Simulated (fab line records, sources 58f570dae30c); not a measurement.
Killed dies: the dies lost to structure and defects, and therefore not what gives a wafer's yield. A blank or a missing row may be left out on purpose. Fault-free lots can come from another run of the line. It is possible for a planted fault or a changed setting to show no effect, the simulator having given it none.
What tool caused it? / flow berkeleyCmos170 / Sampling: 15 lots, 45 wafers, 4 of 331 route steps

## WHAT THE GAUGES READ, wafer by wafer
UCB170_M3_OVL_MEAS_16.
lot=L196; measured=day 7 13:41; on=overlay-01; M3_OVL (nm)=-3 -2 -3
lot=L195; measured=day 7 14:50; on=overlay-01; M3_OVL (nm)=-2 -11 0
lot=L197; measured=day 8 04:50; on=overlay-01; M3_OVL (nm)=-7 2 1
lot=L198; measured=day 8 05:17; on=overlay-02; M3_OVL (nm)=-6 -6 -7
lot=L200; measured=day 9 01:48; on=overlay-01; M3_OVL (nm)=-9 -5 1
lot=L201; measured=day 9 02:14; on=overlay-02; M3_OVL (nm)=-10 -9 -5
lot=L202; measured=day 9 02:58; on=overlay-01; M3_OVL (nm)=4 -4 1
lot=L203; measured=day 9 09:23; on=overlay-01; M3_OVL (nm)=-2 -5 -6
lot=L204; measured=day 9 21:25; on=overlay-01; M3_OVL (nm)=3 -2 2
lot=L205; measured=day 10 02:46; on=overlay-02; M3_OVL (nm)=3 -6 5
lot=L210; measured=day 11 01:16; on=overlay-01; M3_OVL (nm)=- - -
lot=L214; measured=day 11 13:54; on=overlay-01; M3_OVL (nm)=- - -
lot=L213; measured=day 11 14:10; on=overlay-02; M3_OVL (nm)=- - -
lot=L212; measured=day 11 14:23; on=overlay-01; M3_OVL (nm)=-5 6 1
lot=L216; measured=day 12 11:01; on=overlay-01; M3_OVL (nm)=-14 2 -8

## WHICH TOOL RAN EACH LOT (tool, then ch and the chambers of the sampled wafers, then the start)
lot=L196; UCB170_V2_CMP_02=cmp-01 ch 0,3, day 7 08:57; UCB170_M3_SPUTTER_01=pvdSputter-03, day 7 11:11; UCB170_M3_EXPOSE_12=krfScanner-02 ch 0, day 7 12:59
lot=L195; UCB170_V2_CMP_02=cmp-01 ch 0,2, day 7 09:22; UCB170_M3_SPUTTER_01=pvdSputter-01, day 7 12:12; UCB170_M3_EXPOSE_12=krfScanner-02 ch 0, day 7 14:01
lot=L197; UCB170_V2_CMP_02=cmp-01 ch 0,3, day 7 23:22; UCB170_M3_SPUTTER_01=pvdSputter-01, day 8 02:14; UCB170_M3_EXPOSE_12=krfScanner-01 ch 0, day 8 04:19
lot=L198; UCB170_V2_CMP_02=cmp-01 ch 1,3, day 7 23:43; UCB170_M3_SPUTTER_01=pvdSputter-03, day 8 02:30; UCB170_M3_EXPOSE_12=krfScanner-02 ch 0, day 8 04:46
lot=L200; UCB170_V2_CMP_02=cmp-01 ch 0,1, day 8 17:43; UCB170_M3_SPUTTER_01=pvdSputter-01, day 8 23:25; UCB170_M3_EXPOSE_12=krfScanner-02 ch 0, day 9 01:17
lot=L201; UCB170_V2_CMP_02=cmp-01 ch 1,2,3, day 8 18:07; UCB170_M3_SPUTTER_01=pvdSputter-02, day 8 23:40; UCB170_M3_EXPOSE_12=krfScanner-02 ch 0, day 9 01:43
lot=L202; UCB170_V2_CMP_02=cmp-01 ch 0,1,3, day 8 18:41; UCB170_M3_SPUTTER_01=pvdSputter-03, day 8 23:41; UCB170_M3_EXPOSE_12=krfScanner-01 ch 0, day 9 02:18
lot=L203; UCB170_V2_CMP_02=cmp-01 ch 0,1, day 9 04:53; UCB170_M3_SPUTTER_01=pvdSputter-03, day 9 07:07; UCB170_M3_EXPOSE_12=krfScanner-02 ch 0, day 9 08:52
lot=L204; UCB170_V2_CMP_02=cmp-02 ch 0,1,2, day 9 16:53; UCB170_M3_SPUTTER_01=pvdSputter-02, day 9 19:08; UCB170_M3_EXPOSE_12=krfScanner-02 ch 0, day 9 20:43
lot=L205; UCB170_V2_CMP_02=cmp-01 ch 1,2,3, day 9 16:59; UCB170_M3_SPUTTER_01=pvdSputter-03, day 9 23:55; UCB170_M3_EXPOSE_12=krfScanner-01 ch 0, day 10 01:55
lot=L210; UCB170_V2_CMP_02=cmp-01 ch 0,1,2, day 10 19:08; UCB170_M3_SPUTTER_01=pvdSputter-03, day 10 22:02; UCB170_M3_EXPOSE_12=krfScanner-02, day 11 00:44
lot=L214; UCB170_V2_CMP_02=cmp-02 ch 2,3, day 11 09:23; UCB170_M3_SPUTTER_01=pvdSputter-03, day 11 11:49; UCB170_M3_EXPOSE_12=krfScanner-01, day 11 13:23
lot=L213; UCB170_V2_CMP_02=cmp-01 ch 1,3, day 11 09:46; UCB170_M3_SPUTTER_01=pvdSputter-01, day 11 11:59; UCB170_M3_EXPOSE_12=krfScanner-02, day 11 13:40
lot=L212; UCB170_V2_CMP_02=cmp-02 ch 0,1, day 11 09:59; UCB170_M3_SPUTTER_01=pvdSputter-02, day 11 12:15; UCB170_M3_EXPOSE_12=krfScanner-01 ch 0, day 11 13:53
lot=L216; UCB170_V2_CMP_02=cmp-02 ch 0,3, day 12 05:46; UCB170_M3_SPUTTER_01=pvdSputter-02, day 12 08:07; UCB170_M3_EXPOSE_12=krfScanner-01 ch 0, day 12 10:19
- UCB170_V2_CMP_02: polishes SiO2.
- UCB170_M3_SPUTTER_01: material Al, target thk 900 nm, time 120 s.
- UCB170_M3_EXPOSE_12: exposes mask METAL3, target cd 700 nm.

## WHAT THE TOOLS THEMSELVES READ (means of the sampled wafers that have a number; where no wafer has one, the mark that the record gives instead)
UCB170_V2_CMP_02.
lot=L196; tool=cmp-01; motorCurrentA (A)=15.9
lot=L195; tool=cmp-01; motorCurrentA (A)=15.2
lot=L197; tool=cmp-01; motorCurrentA (A)=16.5
lot=L198; tool=cmp-01; motorCurrentA (A)=16.7
lot=L200; tool=cmp-01; motorCurrentA (A)=17.0
lot=L201; tool=cmp-01; motorCurrentA (A)=15.5
lot=L202; tool=cmp-01; motorCurrentA (A)=17.1
lot=L203; tool=cmp-01; motorCurrentA (A)=17.1
lot=L204; tool=cmp-02; motorCurrentA (A)=16.1
lot=L205; tool=cmp-01; motorCurrentA (A)=15.5
lot=L210; tool=cmp-01; motorCurrentA (A)=15.5
lot=L214; tool=cmp-02; motorCurrentA (A)=16.2
lot=L213; tool=cmp-01; motorCurrentA (A)=16.7
lot=L212; tool=cmp-02; motorCurrentA (A)=17.0
lot=L216; tool=cmp-02; motorCurrentA (A)=16.8

UCB170_M3_SPUTTER_01.
lot=L196; tool=pvdSputter-03; throttleValvePct (%)=29.9
lot=L195; tool=pvdSputter-01; throttleValvePct (%)=29.6
lot=L197; tool=pvdSputter-01; throttleValvePct (%)=29.3
lot=L198; tool=pvdSputter-03; throttleValvePct (%)=30.0
lot=L200; tool=pvdSputter-01; throttleValvePct (%)=29.9
lot=L201; tool=pvdSputter-02; throttleValvePct (%)=29.6
lot=L202; tool=pvdSputter-03; throttleValvePct (%)=29.3
lot=L203; tool=pvdSputter-03; throttleValvePct (%)=29.3
lot=L204; tool=pvdSputter-02; throttleValvePct (%)=30.3
lot=L205; tool=pvdSputter-03; throttleValvePct (%)=29.5
lot=L210; tool=pvdSputter-03; throttleValvePct (%)=30.0
lot=L214; tool=pvdSputter-03; throttleValvePct (%)=30.2
lot=L213; tool=pvdSputter-01; throttleValvePct (%)=29.0
lot=L212; tool=pvdSputter-02; throttleValvePct (%)=29.9
lot=L216; tool=pvdSputter-02; throttleValvePct (%)=30.2

UCB170_M3_EXPOSE_12.
lot=L196; tool=krfScanner-02; exposureDoseMJCm2=25.99; focusOffsetNm (nm)=0.4
lot=L195; tool=krfScanner-02; exposureDoseMJCm2=25.99; focusOffsetNm (nm)=0.9
lot=L197; tool=krfScanner-01; exposureDoseMJCm2=26.27; focusOffsetNm (nm)=-0.3
lot=L198; tool=krfScanner-02; exposureDoseMJCm2=25.99; focusOffsetNm (nm)=-0.1
lot=L200; tool=krfScanner-02; exposureDoseMJCm2=25.99; focusOffsetNm (nm)=-0.2
lot=L201; tool=krfScanner-02; exposureDoseMJCm2=25.95; focusOffsetNm (nm)=-0.0
lot=L202; tool=krfScanner-01; exposureDoseMJCm2=26.26; focusOffsetNm (nm)=0.1
lot=L203; tool=krfScanner-02; exposureDoseMJCm2=25.99; focusOffsetNm (nm)=0.7
lot=L204; tool=krfScanner-02; exposureDoseMJCm2=26.02; focusOffsetNm (nm)=0.4
lot=L205; tool=krfScanner-01; exposureDoseMJCm2=26.22; focusOffsetNm (nm)=0.0
lot=L210; tool=krfScanner-02; exposureDoseMJCm2=-; focusOffsetNm (nm)=-
lot=L214; tool=krfScanner-01; exposureDoseMJCm2=-; focusOffsetNm (nm)=-
lot=L213; tool=krfScanner-02; exposureDoseMJCm2=-; focusOffsetNm (nm)=-
lot=L212; tool=krfScanner-01; exposureDoseMJCm2=26.26; focusOffsetNm (nm)=-0.0
lot=L216; tool=krfScanner-01; exposureDoseMJCm2=26.28; focusOffsetNm (nm)=-0.2

## THE ANSWER, worked out from the rows above alone
Rule: usual is defined by the lots themselves. The widest of any qualifying gaps counts: lots, ordered by their means at a reading, are off when they make up no more than a third of the lots, leave a main group of 4 or more, and stand apart from it by 3 or more times the standard deviation of that group's means. A main group is skipped when, at the precision printed for the reading in the tables above, its means are all equal. A lot without any number at a reading at which 4 lots or more have one is off too. All remaining lots with rows at the step are treated as sound. The gauges are gone through in route order, then the tools' own readings, and for those a lot's mean is taken as printed above. At the first step where some lot is off, the reading lying furthest off is the one used; lots without a number count as furthest.
Off: L210, L214, L213, seen at UCB170_M3_OVL_MEAS_16 (M3_OVL). Without a number there: L210, L214, L213. The main group: mean -3 nm, standard deviation 3.1.
A tool fits if, at a process step before that reading, it ran every lot that is off, and no sound lot after the first of them. The gauges at UCB170_M3_OVL_MEAS_16 aren't tried: what is off there is off at UCB170_M3_EXPOSE_12 too, on other tools, and a gauge's error can't cause that. Not one of the candidates tried fits.

## WHAT HAD BEEN PUT IN BY THE SIMULATOR
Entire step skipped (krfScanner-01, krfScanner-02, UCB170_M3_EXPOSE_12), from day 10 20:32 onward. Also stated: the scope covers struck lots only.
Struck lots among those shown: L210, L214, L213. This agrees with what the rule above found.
